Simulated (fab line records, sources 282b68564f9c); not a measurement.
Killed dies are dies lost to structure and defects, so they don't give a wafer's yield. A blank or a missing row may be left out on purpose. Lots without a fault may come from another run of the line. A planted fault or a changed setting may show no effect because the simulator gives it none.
fab line records | flow rit_cmos
record lots=7 wafers=21 last_day=7
route steps=202 shown PLDD@116 SPACER@125 NSD@131 PSD@142 SDANNEAL@153 SILICIDE@161 M1@202
lots that met no fault: from a run of the same line without faults
start_h: hours from the record's first day to the start of the lot's first wafer shown | wait_h: hours since the lot's step before | " the same as in the row above | L1.1+2: a row that stands for several wafers | - no value, or no start given | * or withheld: withheld | < > ~ a bound
route shown NAME@n: a module of which the file shows steps, and the number in the route of the first | usual: mean/standard deviation of fault-free wafers | same: alike in all rows | chamber/n: place in a boat | sites: the reading at each site | _std_site: their standard deviation | _edge_site: outer sites' mean less inner sites' | radius_mm: how far each site lies from the wafer's centre | mask NAME#n: copy n | behind: the tool/chamber that last shaped the wafer | hold: why the lot was held/for how many hours/how that ended | device: the transistor (n, p or np) that didn't switch | end of line: the same wafers' tests at the end of the route | a step without rows: its recipe alone | killed: dies lost to structure and defects at the first sort, not the wafer's yield | map: a wafer's dies, x killed, . not, _ none there
set.NAME: the setting as run; set.NAME@STEP: as run at that earlier step | model.NAME: the simulator's own value behind a step, which no gauge read
lots at some steps of the route; a table a step, a row a wafer
services: from which hour (start_h, from the record's first day; less than 0 if before it) a tool's chamber was out of use, for how many hours, and why
## steps
# step RIT_PLDD_SOFTBAKE_02
# recipe resist=NOVOLAK temp_c=90 time_s=60
# step RIT_PLDD_EXPOSE_03
# recipe mask_id=M8 na=0.57 target_cd_nm=40900 dose_mj=250
# step RIT_PLDD_PEB_04
# recipe resist=NOVOLAK temp_c=withheld time_s=withheld
# step RIT_PLDD_DEVELOP_05
# recipe resist=NOVOLAK develop_time_s=50 dev_temp_c=23
# step RIT_PLDD_OVL_MEAS_06
# usual PLDD_OVL=0.2/1.4
# columns lot.wafer tool chamber start_h wait_h PLDD_OVL[nm]
L310.3 overlay-01 - 48.87 - 0.0
L310.4 " - " " -0.2
L310.6 " - " " -0.7
L311.3 overlay-02 - 54.32 - 2.3
L311.4 " - " " 0.3
L311.6 " - " " 0.9
L314.1 overlay-02 - 71.25 - 0.0
L314.3 " - " " -0.6
L314.4 " - " " -0.2
L315.2 overlay-02 - 72.99 - -1.7
L315.5 " - " " -1.6
L315.6 " - " " -0.9
L316.3 overlay-01 - 78.45 - 0.0
L316.4 " - " " 0.3
L316.6 " - " " 0.1
L329.1 overlay-02 - 143.09 - 0.8
L329.2 " - " " 1.3
L329.3 " - " " 1.7
L330.2 overlay-01 - 148.50 - -0.6
L330.3 " - " " -1.6
L330.4 " - " " -0.1
# step RIT_PLDD_HARDBAKE_07
# recipe resist=NOVOLAK temp_c=140 time_s=60
# step RIT_PLDD_IMPLANT_08
# recipe species=BF2 energy_kev=20 dose_cm2=9e+14 tilt_deg=7
# step RIT_PLDD_STRIP_09
# recipe chemistry=O2 time_s=180 resist=NOVOLAK platen_temp_c=withheld power_w=500 pressure_mtorr=4000 o2_flow_sccm=4000
# usual drypump_motor_current_A=5.6/0.59
# columns lot.wafer tool chamber start_h wait_h drypump_motor_current_A rf_hours_counter_h
L310.3 plasma_asher-02 0 49.34 0.1 5.8 -
L310.4 " 1 " " 4.7 -
L310.6 " 1 " " 4.7 -
L311.3 plasma_asher-02 0 54.70 0.1 5.7 -
L311.4 " 1 " " 4.7 -
L311.6 " 1 " " 4.7 -
L314.1 plasma_asher-02 1 71.58 0.1 4.7 30
L314.3 " 1 " " 4.7 -
L314.4 " 0 " " 5.7 -
L315.2 plasma_asher-02 1 73.32 0.1 4.7 30
L315.5 " 1 " " 4.7 -
L315.6 " 0 " " 5.7 -
L316.3 plasma_asher-01 1 78.84 0.1 6.0 -
L316.4 " 0 " " 6.3 -
L316.6 " 0 " " 6.3 -
L329.1 plasma_asher-03 1 143.42 0.1 6.0 52
L329.2 " 0 " " 5.9 52
L329.3 " 0 " " 5.9 -
L330.2 plasma_asher-01 1 148.83 0.1 6.1 3
L330.3 " 0 " " 6.3 -
L330.4 " 1 " " 6.1 -
# step RIT_PLDD_TW_MEAS_10
# usual PLDD_TW=2371/24
# columns lot.wafer tool chamber start_h wait_h PLDD_TW
L310.3 film_metro-03 - 49.47 0.1 2354
L310.4 " - " " 2342
L310.6 " - " " 2353
L311.3 film_metro-02 - 54.84 0.1 2402
L311.4 " - " " 2399
L311.6 " - " " 2396
L314.1 film_metro-03 - 71.76 0.1 2331
L314.3 " - " " 2333
L314.4 " - " " 2337
L315.2 film_metro-04 - 73.50 0.1 2345
L315.5 " - " " 2356
L315.6 " - " " 2336
L316.3 film_metro-03 - 78.97 0.1 2348
L316.4 " - " " 2352
L316.6 " - " " 2357
L329.1 film_metro-04 - 143.60 0.1 2377
L329.2 " - " " 2367
L329.3 " - " " 2361
L330.2 film_metro-02 - 149.02 0.1 2384
L330.3 " - " " 2395
L330.4 " - " " 2394
# step RIT_SPACER_CLEAN_00
# recipe chemistry=SC1 mix=3:3:50 time_s=600 temp_c=75
# step RIT_SPACER_CLEAN_01
# recipe chemistry=dHF dilution=50:1 time_s=30
# step RIT_SPACER_CLEAN_02
# recipe chemistry=SC2 mix=3:3:50 time_s=600 temp_c=75 dry=n2_spin
# step RIT_SPACER_CVD_03
# recipe material=Si3N4 target_thk_nm=250 temp_c=810 precursor=SiH2Cl2/NH3 time_s=3300 pressure_mtorr=300 sih2cl2_flow_sccm=60 nh3_flow_sccm=150
# usual spike_tc_load_C=836.1/2.2 susceptor_temp_C=810.0/0.36
# columns lot.wafer tool chamber start_h wait_h spike_tc_load_C susceptor_temp_C model.Si3N4_of_SPACER_CVD_03.thk_nm
L310.3 lpcvd-02 1 49.91 0.0 837.7 810.2 246.7
L310.4 " 1 " " 838.2 810.7 246.4
L310.6 " 1 " " 836.1 810.3 247.9
L311.3 lpcvd-01 1 55.28 0.0 837.0 809.7 246.8
L311.4 " 1 " " 837.1 810.5 245.2
L311.6 " 1 " " 837.3 809.8 245
L314.1 lpcvd-01 0 72.19 0.0 835.3 - 215.8
L314.3 " 0 " " 835.4 - 216.3
L314.4 " 0 " " 835.2 - 216.7
L315.2 lpcvd-01 0 74.10 0.2 835.6 - 217.1
L315.5 " 0 " " 835.6 - 217.9
L315.6 " 0 " " 835.5 - 217.8
L316.3 lpcvd-01 0 79.39 0.0 836.7 - 217.6
L316.4 " 0 " " 837.4 - 216.2
L316.6 " 0 " " 837.0 - 213.6
L329.1 lpcvd-02 0 144.07 0.0 832.5 809.9 248.9
L329.2 " 0 " " 832.9 810.0 247.7
L329.3 " 0 " " 830.6 810.0 250.9
L330.2 lpcvd-02 1 149.43 0.0 839.7 810.1 248
L330.3 " 1 " " 838.0 810.2 247
L330.4 " 1 " " 837.6 810.0 247.3
# step RIT_SPACER_THK_MEAS_04
# recipe reads=Si3N4_of_SPACER_CVD_03
# usual SPACER_NITRIDE_THK=249.2/2.2
# columns lot.wafer tool chamber start_h wait_h SPACER_NITRIDE_THK[nm]
L310.3 film_metro-04 - 51.85 0.0 246.9
L310.4 " - " " 246.4
L310.6 " - " " 247.9
L311.3 film_metro-04 - 57.21 0.0 246.7
L311.4 " - " " 245.2
L311.6 " - " " 244.9
L314.1 film_metro-04 - 74.10 0.1 215.9
L314.3 " - " " 216.4
L314.4 " - " " 216.9
L315.2 film_metro-02 - 76.03 0.1 217.1
L315.5 " - " " 218.1
L315.6 " - " " 217.7
L316.3 film_metro-01 - 81.33 0.1 217.5
L316.4 " - " " 216.2
L316.6 " - " " 213.6
L329.1 film_metro-01 - 145.99 0.0 248.9
L329.2 " - " " 247.8
L329.3 " - " " 250.8
L330.2 film_metro-01 - 151.36 0.0 248.1
L330.3 " - " " 246.9
L330.4 " - " " 247.0
# step RIT_SPACER_ETCHBACK_05
# recipe target_depth_a=2500 SF6_flow_sccm=30 CHF3_flow_sccm=30 target=Si3N4 chemistry=SF6/CHF3 pressure_mtorr=40 rf_w=258.9 time_s=240 stop_on=SiO2
# usual drypump_motor_current_A=6.1/0.54 oes_product_au=0.845/0.011 throttle_valve_pct=10.27/0.17
# columns lot.wafer tool chamber start_h wait_h drypump_motor_current_A oes_product_au rf_hours_counter_h throttle_valve_pct model.etch.depth_nm
L310.3 rie_diel-02 2 51.89 0.0 6.5 0.847 118 10.02 246.7
L310.4 " 3 " " 5.3 0.841 71 10.53 246.4
L310.6 " 2 " " 6.5 0.846 - 10.02 247.9
L311.3 rie_diel-03 3 57.25 0.0 6.1 0.839 123 10.22 246.8
L311.4 " 2 " " 6.6 0.817 115 10.51 245.2
L311.6 " 1 " " 6.4 0.831 - 10.17 245
L314.1 rie_diel-02 2 74.16 0.1 6.5 0.765 119 10.00 215.8
L314.3 " 0 " " 6.6 0.768 120 10.21 216.3
L314.4 " 3 " " 5.3 0.760 71 10.50 216.7
L315.2 rie_diel-03 0 76.08 0.0 5.4 0.783 56 10.43 217.1
L315.5 " 2 " " 6.6 0.755 - 10.50 217.9
L315.6 " 3 " " 6.1 0.763 - 10.19 217.8
L316.3 rie_diel-03 2 81.37 0.0 6.6 0.752 116 10.50 217.6
L316.4 " 3 " " 6.1 0.752 124 10.18 216.2
L316.6 " 3 " " 6.1 0.752 - 10.16 213.6
L329.1 rie_diel-04 2 146.05 0.1 6.3 0.837 142 10.31 248.9
L329.2 " 0 " " 5.3 0.841 54 10.19 247.7
L329.3 " 1 " " 5.6 0.856 2 10.34 250.9
L330.2 rie_diel-04 3 151.41 0.0 5.3 0.841 37 10.42 248
L330.3 " 0 " " 5.4 0.843 54 10.20 247
L330.4 " 1 " " 5.6 0.852 2 10.34 247.3
# step RIT_NSD_HMDS_00
# recipe prime_time_s=60 prime_temp_c=140
# step RIT_NSD_COAT_01
# recipe resist=NOVOLAK spin_rpm=3250 resist_thk_nm=1000
# step RIT_NSD_SOFTBAKE_02
# recipe resist=NOVOLAK temp_c=90 time_s=60
# step RIT_NSD_EXPOSE_03
# recipe mask_id=M9 na=0.57 target_cd_nm=40700 dose_mj=250
# step RIT_NSD_PEB_04
# recipe resist=NOVOLAK temp_c=withheld time_s=withheld
# step RIT_NSD_DEVELOP_05
# recipe resist=NOVOLAK develop_time_s=50 dev_temp_c=23
# step RIT_NSD_OVL_MEAS_06
# usual NSD_OVL=0.3/1.3
# columns lot.wafer tool chamber start_h wait_h NSD_OVL[nm]
L310.3 overlay-02 - 53.03 - -0.6
L310.4 " - " " 1.4
L310.6 " - " " 1.6
L311.3 overlay-01 - 58.26 - -1.6
L311.4 " - " " -1.2
L311.6 " - " " -0.6
L314.1 overlay-02 - 75.29 - -0.7
L314.3 " - " " -0.2
L314.4 " - " " 1.6
L315.2 overlay-01 - 77.38 - 0.2
L315.5 " - " " 2.0
L315.6 " - " " -0.6
L316.3 overlay-01 - 82.38 - -0.9
L316.4 " - " " -1.7
L316.6 " - " " -1.4
L329.1 overlay-02 - 147.22 - 2.4
L329.2 " - " " 0.9
L329.3 " - " " 0.8
L330.2 overlay-01 - 152.45 - -0.4
L330.3 " - " " 1.3
L330.4 " - " " 0.2
# step RIT_NSD_HARDBAKE_07
# recipe resist=NOVOLAK temp_c=140 time_s=60
# step RIT_NSD_IMPLANT_08
# recipe species=P energy_kev=25 dose_cm2=1e+15 tilt_deg=7
# step RIT_NSD_STRIP_09
# recipe chemistry=O2 time_s=180 resist=NOVOLAK platen_temp_c=withheld power_w=500 pressure_mtorr=4000 o2_flow_sccm=4000
# usual drypump_motor_current_A=5.8/0.57
# columns lot.wafer tool chamber start_h wait_h drypump_motor_current_A rf_hours_counter_h
L310.3 plasma_asher-01 0 53.41 0.1 6.4 -
L310.4 " 1 " " 6.0 -
L310.6 " 1 " " 6.0 -
L311.3 plasma_asher-01 1 58.65 0.1 6.0 -
L311.4 " 0 " " 6.3 -
L311.6 " 0 " " 6.4 -
L314.1 plasma_asher-02 0 75.62 0.1 5.7 30
L314.3 " 0 " " 5.8 -
L314.4 " 1 " " 4.7 -
L315.2 plasma_asher-04 1 77.71 0.1 6.3 44
L315.5 " 1 " " 6.3 -
L315.6 " 0 " " 5.0 -
L316.3 plasma_asher-01 0 82.78 0.1 6.3 -
L316.4 " 1 " " 6.0 -
L316.6 " 0 " " 6.3 -
L329.1 plasma_asher-04 0 147.55 0.1 5.0 52
L329.2 " 1 " " 6.3 52
L329.3 " 0 " " 5.0 -
L330.2 plasma_asher-01 0 152.78 0.1 6.3 4
L330.3 " 1 " " 6.0 -
L330.4 " 0 " " 6.3 -
# step RIT_NSD_TW_MEAS_10
# usual NSD_TW=3148/32
# columns lot.wafer tool chamber start_h wait_h NSD_TW
L310.3 film_metro-03 - 53.54 0.1 3115
L310.4 " - " " 3119
L310.6 " - " " 3099
L311.3 film_metro-04 - 58.78 0.1 3148
L311.4 " - " " 3148
L311.6 " - " " 3134
L314.1 film_metro-04 - 75.80 0.1 3131
L314.3 " - " " 3123
L314.4 " - " " 3132
L315.2 film_metro-02 - 77.89 0.1 3189
L315.5 " - " " 3218
L315.6 " - " " 3194
L316.3 film_metro-03 - 82.92 0.1 3119
L316.4 " - " " 3133
L316.6 " - " " 3122
L329.1 film_metro-04 - 147.73 0.1 3142
L329.2 " - " " 3144
L329.3 " - " " 3120
L330.2 film_metro-03 - 152.96 0.1 3137
L330.3 " - " " 3146
L330.4 " - " " 3123
# step RIT_PSD_HMDS_00
# recipe prime_time_s=60 prime_temp_c=140
# step RIT_PSD_COAT_01
# recipe resist=NOVOLAK spin_rpm=3250 resist_thk_nm=1000
# step RIT_PSD_SOFTBAKE_02
# recipe resist=NOVOLAK temp_c=90 time_s=60
# step RIT_PSD_EXPOSE_03
# recipe mask_id=M10 na=0.57 target_cd_nm=40900 dose_mj=250
# step RIT_PSD_PEB_04
# recipe resist=NOVOLAK temp_c=withheld time_s=withheld
# step RIT_PSD_DEVELOP_05
# recipe resist=NOVOLAK develop_time_s=50 dev_temp_c=23
# step RIT_PSD_OVL_MEAS_06
# usual PSD_OVL=-0.3/1.4
# columns lot.wafer tool chamber start_h wait_h PSD_OVL[nm]
L310.3 overlay-01 - 54.45 - -1.1
L310.4 " - " " -1.2
L310.6 " - " " -3.5
L311.3 overlay-02 - 59.86 - 0.6
L311.4 " - " " 0.6
L311.6 " - " " 0.5
L314.1 overlay-01 - 76.90 - -0.1
L314.3 " - " " -0.8
L314.4 " - " " -1.1
L315.2 overlay-01 - 78.80 - 2.2
L315.5 " - " " 1.8
L315.6 " - " " 1.3
L316.3 overlay-01 - 83.82 - 0.1
L316.4 " - " " -0.8
L316.6 " - " " -1.1
L329.1 overlay-02 - 148.64 - -1.5
L329.2 " - " " -2.2
L329.3 " - " " -1.9
L330.2 overlay-01 - 153.87 - -2.1
L330.3 " - " " -0.1
L330.4 " - " " -1.0
# step RIT_PSD_HARDBAKE_07
# recipe resist=NOVOLAK temp_c=140 time_s=60
# step RIT_PSD_IMPLANT_08
# recipe species=BF2 energy_kev=27 dose_cm2=4.95e+15 tilt_deg=7
# step RIT_PSD_STRIP_09
# recipe chemistry=O2 time_s=180 resist=NOVOLAK platen_temp_c=withheld power_w=500 pressure_mtorr=4000 o2_flow_sccm=4000
# usual drypump_motor_current_A=5.9/0.45
# columns lot.wafer tool chamber start_h wait_h drypump_motor_current_A rf_hours_counter_h
L310.3 plasma_asher-04 1 54.83 0.1 6.3 -
L310.4 " 0 " " 5.0 -
L310.6 " 1 " " 6.3 -
L311.3 plasma_asher-03 0 60.24 0.1 5.9 -
L311.4 " 1 " " 6.0 -
L311.6 " 1 " " 6.0 -
L314.1 plasma_asher-01 0 77.24 0.1 6.4 41
L314.3 " 0 " " 6.3 -
L314.4 " 1 " " 6.1 -
L315.2 plasma_asher-03 1 79.13 0.1 6.1 45
L315.5 " 0 " " 5.9 -
L315.6 " 1 " " 6.0 -
L316.3 plasma_asher-01 0 84.20 0.1 6.3 -
L316.4 " 1 " " 6.0 -
L316.6 " 1 " " 6.0 -
L329.1 plasma_asher-04 0 148.98 0.1 5.0 52
L329.2 " 1 " " 6.3 52
L329.3 " 1 " " 6.3 -
L330.2 plasma_asher-04 0 154.20 0.1 5.0 52
L330.3 " 0 " " 5.0 -
L330.4 " 1 " " 6.3 -
# step RIT_PSD_TW_MEAS_10
# usual PSD_TW=3450/34
# columns lot.wafer tool chamber start_h wait_h PSD_TW
L310.3 film_metro-04 - 54.97 0.1 3455
L310.4 " - " " 3446
L310.6 " - " " 3447
L311.3 film_metro-02 - 60.38 0.1 3510
L311.4 " - " " 3515
L311.6 " - " " 3517
L314.1 film_metro-03 - 77.41 0.1 3448
L314.3 " - " " 3438
L314.4 " - " " 3438
L315.2 film_metro-02 - 79.31 0.1 3491
L315.5 " - " " 3500
L315.6 " - " " 3512
L316.3 film_metro-02 - 84.34 0.1 3531
L316.4 " - " " 3507
L316.6 " - " " 3506
L329.1 film_metro-04 - 149.15 0.1 3432
L329.2 " - " " 3432
L329.3 " - " " 3448
L330.2 film_metro-04 - 154.38 0.1 3446
L330.3 " - " " 3412
L330.4 " - " " 3430
# step RIT_SDANNEAL_CLEAN_00
# recipe chemistry=SC1 mix=3:3:50 time_s=600 temp_c=75
# step RIT_SDANNEAL_CLEAN_01
# recipe chemistry=dHF dilution=50:1 time_s=30
# step RIT_SDANNEAL_CLEAN_02
# recipe chemistry=SC2 mix=3:3:50 time_s=600 temp_c=75 dry=n2_spin
# step RIT_SDANNEAL_RTA_03
# recipe temp_c=1050 time_s=5 idle_temp_c=600 ramp_up_c_per_s=342 ramp_down_c_per_s=171 cool_to_c=600 ambient=N2
# usual anneal_temp_c_max=1055.4/2.2 wafer_temp_C_max=1053.6/1.1
# columns lot.wafer tool chamber start_h wait_h anneal_temp_c_max wafer_temp_C_max
L310.3 rtp_anneal-01 0 55.41 0.0 1056.5 1053.7
L310.4 " 0 " " 1059.5 1054.0
L310.6 " 0 " " 1057.3 1052.6
L311.3 rtp_anneal-02 0 60.81 0.0 1054.1 1054.2
L311.4 " 0 " " 1053.9 1056.5
L311.6 " 0 " " 1054.3 1052.9
L314.1 rtp_anneal-01 0 77.84 0.0 1055.5 1055.0
L314.3 " 0 " " 1056.4 1055.0
L314.4 " 0 " " 1058.2 1053.0
L315.2 rtp_anneal-02 0 79.74 0.0 1052.5 1052.7
L315.5 " 0 " " 1052.5 1054.9
L315.6 " 0 " " 1054.0 1053.5
L316.3 rtp_anneal-01 0 84.76 0.0 1058.5 1052.6
L316.4 " 0 " " 1059.5 1054.7
L316.6 " 0 " " 1056.9 1052.4
L329.1 rtp_anneal-02 0 149.61 0.0 1053.1 1053.9
L329.2 " 0 " " 1053.9 1053.4
L329.3 " 0 " " 1052.4 1052.7
L330.2 rtp_anneal-01 0 154.81 0.0 1055.6 1052.0
L330.3 " 0 " " 1057.9 1053.2
L330.4 " 0 " " 1057.0 1051.8
# step RIT_SDANNEAL_RS_MEAS_04
# recipe thk_meas_gauge=four-point-probe
# usual PSD_RS=116.0/0.3
# columns lot.wafer tool chamber start_h wait_h PSD_RS[ohm/sq]
L310.3 film_metro-04 - 55.49 0.1 115.9
L310.4 " - " " 116.1
L310.6 " - " " 116.0
L311.3 film_metro-03 - 60.88 0.1 116.0
L311.4 " - " " 115.5
L311.6 " - " " 115.7
L314.1 film_metro-04 - 77.90 0.0 115.9
L314.3 " - " " 115.9
L314.4 " - " " 115.9
L315.2 film_metro-03 - 79.81 0.1 115.8
L315.5 " - " " 115.9
L315.6 " - " " 115.9
L316.3 film_metro-03 - 84.84 0.1 116.2
L316.4 " - " " 115.6
L316.6 " - " " 115.7
L329.1 film_metro-04 - 149.67 0.0 115.4
L329.2 " - " " 116.1
L329.3 " - " " 115.8
L330.2 film_metro-02 - 154.88 0.1 116.3
L330.3 " - " " 115.9
L330.4 " - " " 115.9
# step RIT_SILICIDE_WET_ETCH_00
# recipe chemistry=BOE target=SiO2 target_depth_nm=14 time_s=15 dry=n2_spin dilution=10:1 temp_c=21.5
# columns lot.wafer tool chamber start_h wait_h model.Si3N4_of_SPACER_CVD_03.thk_nm
L310.3+4 wet_bench-03 1 55.93 0.1 191.3
L310.6 " 1 " " 192.3
L311.3 wet_bench-02 3 61.32 0.1 191.9
L311.4 " 3 " " 190.3
L311.6 " 3 " " 189
L314.1 wet_bench-03 1 78.38 0.1 166.4
L314.3 " 1 " " 166.9
L314.4 " 1 " " 168.3
L315.2 wet_bench-04 0 80.27 0.1 168.3
L315.5 " 0 " " 168.4
L315.6 " 0 " " 168.1
L316.3 wet_bench-04 0 85.28 0.1 169.1
L316.4 " 0 " " 168
L316.6 " 0 " " 166
L329.1 wet_bench-02 1 150.15 0.1 192.6
L329.2 " 1 " " 192.5
L329.3 " 1 " " 193.9
L330.2 wet_bench-02 0 155.34 0.1 193
L330.3 " 0 " " 192.6
L330.4 " 0 " " 191.8
# step RIT_M1_PROBE_99
# usual killed_at_M0_to_M3=0.0/0.12 killed_at_front_end=7/3.1 killed_dies=7/3.1 killed_open=3.6/2.1 killed_short=3.2/2
# same gross_dies=264 killed_at_M4_up=0 killed_at_back_side=0 killed_at_contacts=0 killed_at_other=0
# columns lot.wafer tool chamber start_h wait_h killed_at_M0_to_M3 killed_at_front_end killed_dies killed_open killed_short model.etest.pmos_turned.r_on_ohm_um model.etest.pmos_0p15.r_on_ohm_um model.etest.nmos_0p15.r_on_ohm_um model.etest.nmos_0p3.r_on_ohm_um model.etest.pplus_sal.width_nm model.etest.nplus_sal.width_nm model.etest.pwell_pinched.rs_ohm_sq model.etest.nwell_pinched.rs_ohm_sq
L310.3 prober-01 - 64.10 0.2 0 12 12 7 5 3550 2854 1142 2122 3484 3482 447 337.9
L310.4 prober-01 - 64.15 0.2 0 5 5 2 3 3480 2794 1124 2118 3448 3462 453.4 340.2
L310.6 prober-01 - 64.25 0.2 0 18 18 9 9 3606 2918 1149 2160 3469 3451 450.2 337.8
L311.3 prober-02 - 69.46 0.2 1 8 9 3 6 3466 2794 1101 2167 3419 3428 458.1 334.9
L311.4 prober-02 - 69.51 0.2 0 9 9 6 3 3340 2690 1089 2123 3426 3427 462.6 338.7
L311.6 prober-02 - 69.61 0.2 0 11 11 4 7 3439 2760 1126 2152 3452 3453 459.7 340.7
L314.1 prober-01 - 85.78 0.1 0 2 2 1 1 3750 3033 1304 2260 3516 3490 483.4 358.1
L314.3 prober-01 - 85.88 0.2 1 6 7 5 2 3755 3080 1298 2306 3480 3498 480.8 359.4
L314.4 prober-01 - 85.93 0.2 0 5 5 3 2 3614 2950 1237 2252 3496 3495 475.6 355.4
L315.2 prober-02 - 87.56 0.1 0 6 6 2 4 3620 2889 1266 2262 3499 3487 479.3 351.9
L315.5 prober-02 - 87.71 0.2 0 7 7 2 5 3580 2871 1278 2246 3510 3515 479.6 354.2
L315.6 prober-02 - 87.76 0.2 0 9 9 5 4 3635 2966 1293 2252 3516 3497 479.9 354.4
L316.3 prober-01 - 95.23 0.2 0 7 7 4 3 3611 2951 1205 2212 3508 3486 480.8 351
L316.4 prober-01 - 95.28 0.2 0 5 5 4 1 3664 3010 1244 2216 3482 3483 480.9 350.7
L316.6 prober-01 - 95.38 0.2 0 6 6 3 3 3659 2987 1252 2240 3484 3492 479.6 350.8
L329.1 prober-02 - 157.48 0.1 0 5 5 3 2 3370 2692 1150 2203 3443 3446 462.3 337.4
L329.2 prober-02 - 157.53 0.1 0 6 6 2 4 3402 2738 1163 2219 3438 3428 456.9 337.6
L329.3 prober-02 - 157.58 0.2 0 12 12 6 6 3363 2685 1146 2212 3437 3436 461.6 337.6
L330.2 prober-01 - 162.83 0.1 0 5 5 1 4 3500 2883 1131 2182 3421 3442 455.9 338.4
L330.3 prober-01 - 162.88 0.2 0 7 7 5 2 3492 2862 1138 2192 3414 3430 450.1 338.6
L330.4 prober-01 - 162.93 0.2 0 6 6 1 5 3502 2880 1151 2200 3437 3432 461.5 336.6
# killed by level:class
L310.3 GATE:geometric_particle:short=5 FOX1:geometric_particle:open=3 GATE:geometric_particle:open=2 SPACER:geometric_particle:open=2
L310.4 FOX1:geometric_particle:short=1 FOX1:geometric_particle:open=1 GATE:geometric_particle:open=1 GATE:geometric_particle:short=1 REOX:geometric_particle:short=1
L310.6 GATE:geometric_particle:short=6 FOX1:geometric_particle:open=3 GATE:geometric_particle:open=2 SPACER:geometric_particle:short=2 SPACER:geometric_particle:open=2 FOX2:geometric_particle:short=1 REOX:geometric_particle:open=1 SILICIDE:geometric_particle:open=1
L311.3 GATE:geometric_particle:short=2 GATE:geometric_particle:open=2 REOX:geometric_particle:short=1 SPACER:geometric_particle:short=1 SILICIDE:geometric_particle:short=1 SILICIDE:geometric_particle:open=1 M1:geometric_particle:short=1
L311.4 SPACER:geometric_particle:short=3 SILICIDE:geometric_particle:open=3 FOX2:geometric_particle:open=2 GATE:geometric_particle:open=1
L311.6 GATE:geometric_particle:short=4 GATE:geometric_particle:open=4 FOX1:geometric_particle:short=1 FOX2:geometric_particle:short=1 SILICIDE:geometric_particle:short=1
L314.1 GATE:geometric_particle:short=1 GATE:geometric_particle:open=1
L314.3 REOX:geometric_particle:open=2 SILICIDE:geometric_particle:open=2 FOX1:geometric_particle:open=1 SILICIDE:geometric_particle:short=1 M1:geometric_particle:short=1
L314.4 FOX1:geometric_particle:open=1 FOX1:geometric_particle:short=1 SPACER:geometric_particle:open=1 SPACER:geometric_particle:short=1 SILICIDE:geometric_particle:open=1
L315.2 GATE:geometric_particle:short=3 FOX1:geometric_particle:open=1 SPACER:geometric_particle:short=1 SILICIDE:geometric_particle:open=1
L315.5 REOX:geometric_particle:short=2 FOX1:geometric_particle:open=1 FOX1:geometric_particle:short=1 GATE:geometric_particle:short=1 REOX:geometric_particle:open=1 SPACER:geometric_particle:short=1
L315.6 SILICIDE:geometric_particle:short=3 GATE:geometric_particle:open=2 REOX:geometric_particle:open=2 GATE:geometric_particle:short=1 SILICIDE:geometric_particle:open=1
L316.3 GATE:geometric_particle:short=3 FOX2:geometric_particle:open=2 SPACER:geometric_particle:open=1 SILICIDE:geometric_particle:open=1
L316.4 GATE:geometric_particle:open=2 FOX1:geometric_particle:short=1 REOX:geometric_particle:open=1 SPACER:geometric_particle:open=1
L316.6 GATE:geometric_particle:open=2 GATE:geometric_particle:short=2 REOX:geometric_particle:short=1 SPACER:geometric_particle:open=1
L329.1 GATE:geometric_particle:open=2 GATE:geometric_particle:short=1 REOX:geometric_particle:short=1 SILICIDE:geometric_particle:open=1
L329.2 FOX2:geometric_particle:short=2 FOX2:geometric_particle:open=1 GATE:geometric_particle:open=1 REOX:geometric_particle:short=1 SPACER:geometric_particle:short=1
L329.3 FOX1:geometric_particle:open=3 REOX:geometric_particle:short=3 GATE:geometric_particle:open=2 FOX1:geometric_particle:short=1 REOX:geometric_particle:open=1 SPACER:geometric_particle:short=1 SILICIDE:geometric_particle:short=1
L330.2 FOX2:geometric_particle:short=1 GATE:geometric_particle:short=1 REOX:geometric_particle:short=1 SPACER:geometric_particle:short=1 SPACER:geometric_particle:open=1
L330.3 GATE:geometric_particle:open=4 FOX1:geometric_particle:open=1 GATE:geometric_particle:short=1 SPACER:geometric_particle:short=1
L330.4 SPACER:geometric_particle:short=2 FOX1:geometric_particle:short=1 FOX2:geometric_particle:short=1 GATE:geometric_particle:short=1 SILICIDE:geometric_particle:open=1
## services
# columns tool chamber start_h hours kind
rie_diel-04 1 28.25 9.1 repair
rie_diel-04 3 29.67 4.2 repair
rie_diel-04 1 37.36 - clean
rie_diel-04 1 37.36 24.8 scheduled_down
rie_diel-04 1 37.36 24.8 vent_cycle
plasma_asher-03 - 45.88 4.0 pm
rie_diel-03 1 50.38 4.1 repair
rie_diel-02 2 98.30 5.0 repair
plasma_asher-03 - 108.71 1.9 repair
plasma_asher-01 - 108.75 9.0 pm
plasma_asher-01 0 108.75 9.0 vent_cycle
plasma_asher-01 1 108.75 9.0 vent_cycle
rie_diel-03 3 113.34 2.7 repair
plasma_asher-01 - 115.26 0.9 repair
plasma_asher-01 0 117.75 - clean
plasma_asher-01 1 117.75 - clean
rie_diel-04 3 121.15 6.7 repair
plasma_asher-03 - 130.36 2.8 pm
rie_diel-03 3 140.74 14.5 repair
rie_diel-02 - 145.14 2.8 pm
lpcvd-02 - 145.99 2.8 pm
## key
first_sign step=RIT_SPACER_THK_MEAS_04 reading=SPACER_NITRIDE_THK direction=down sigmas=15 usual=249.2 struck=216.6
effect step=RIT_SPACER_ETCHBACK_05 reading=oes_product_au direction=down sigmas=7.3 usual=0.845 struck=0.761
model_effect step=RIT_SPACER_CVD_03 value=Si3N4_of_SPACER_CVD_03.thk_nm without=248.1 struck=216.6
model_effect step=RIT_SPACER_ETCHBACK_05 value=etch.depth_nm without=248.1 struck=216.6
model_effect step=RIT_SILICIDE_WET_ETCH_00 value=Si3N4_of_SPACER_CVD_03.thk_nm without=192.3 struck=167.7
model_effect step=RIT_M1_PROBE_99 value=etest.pmos_turned.r_on_ohm_um without=3463 struck=3654
met_at RIT_SPACER_CVD_03
struck_wafers L314.1,L314.3,L314.4,L315.2,L315.5,L315.6,L316.3,L316.4,L316.6
tester_left_out L314,L315,L316
fault kind=process_parameter_drift tool=lpcvd-01 chamber=0 onset_h=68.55 steps=RIT_SPACER_CVD_03 channel=time_s offset=* shape=step end_h=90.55 acts_in=* stated=*
# tester_left_out: of these lots the tester's yield and bins aren't shown, on N5 and GAA mostly nor the transistor test; their killed dies are dies lost to structure and defects alone, not to doping, threshold or leakage, so they don't give the yield
